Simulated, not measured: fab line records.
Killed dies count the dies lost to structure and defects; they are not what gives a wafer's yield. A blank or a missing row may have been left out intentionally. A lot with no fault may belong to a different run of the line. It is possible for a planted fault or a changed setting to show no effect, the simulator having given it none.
The same fault as seen by 2 desks	flow rit cmos	each desk holds nothing but its own numbers, with what lay behind them at the end

## AT THE METROLOGY DESK
What the gauges read, lot by lot, whatever tool the lot ran on: means of the sampled wafers that have a number. A lot is out of limits, marked OUT, if its mean lies more than 4 standard deviations from the usual mean; the brackets give that distance.
Columns: A = GATE_OXIDE_THK at RIT_GATE_THK_MEAS_07, usual 3.02 nm; B = GATE_POLY_THK at RIT_GATE_THK_MEAS_09, usual 243.8 nm; C = cd nm at RIT_GATE_CD_MEAS_16, usual 150.3 nm; D = GATE_OVL at RIT_GATE_OVL_MEAS_17, usual 0.3 nm
lot	first seen here	A	B	C	D
L824	day 2 13:21	3.03	247.3	149.1	0.6
L828	day 3 13:26	3.02	246.8	150.9	0.5
L830	day 3 21:13	3.00	245.7	149.7	-1.8
L833	day 4 10:43	2.93	243.5	153.9	-2.5
L841	day 6 04:08	3.07	243.4	147.2	0.3
L845	day 6 23:44	3.04	243.4	153.2	1.7
Result from this desk: across the 6 lots, nothing is out of limits.

## FOR THE TOOL OWNER'S DESK: rie si-02
The tool's own readings at RIT_GATE_ETCH_19 (etches poly-Si in SF6/CHF3/O2, stops on SiO2, time 165 s, target depth 312.5 nm): means of the sampled wafers that have a number, for each lot that ran on this tool. A lot is out of limits, marked OUT, if its mean lies more than 4 standard deviations from the usual mean; the brackets give that distance.
Columns: A = chamber pressure mTorr at RIT_GATE_ETCH_19, usual 39.99 mTorr; B = drypump motor current A at RIT_GATE_ETCH_19, usual 5.8 A; C = oes product au at RIT_GATE_ETCH_19, usual 0.838 a.u.; D = rf fwd power W at RIT_GATE_ETCH_19, usual 159.3 W; E = run length s at RIT_GATE_ETCH_19, usual 193.2 s; F = throttle valve pct at RIT_GATE_ETCH_19, usual 10.24 %
lot	first seen here	A	B	C	D	E	F
L824	day 2 16:22	39.99	5.6	0.858	159.2	193.1	10.24
L828	day 3 16:20	40.01	5.7	0.948 (+7.9) OUT	158.5	165.7 (-67) OUT	10.33
L830	day 4 00:07	39.97	5.6	0.904 (+4.7) OUT	158.9	179.5 (-33) OUT	10.32
This desk finds L828, L830 out of limits, L828 being first, at day 3 16:20 (oes product au at RIT_GATE_ETCH_19). L824: within limits.

## TAKEN TOGETHER
The tool owner's desk had the chance to raise an alarm at day 3 16:20 on L828, L830.
At the metrology desk, nothing out of limits was observed.
The metrology desk has L828, L830 on record, within its limits.
RIT_GATE_ETCH_19 was run on rie si-02 by each of the lots named.

## WHAT THE SIMULATOR PUT IN
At RIT_GATE_ETCH_19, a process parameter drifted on rie si-02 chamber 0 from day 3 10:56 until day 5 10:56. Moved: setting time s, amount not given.
Lots struck among those shown: L828, L830.
Delay in hours, fault start to first out-of-limits reading, by desk: the tool owner's desk at 5.
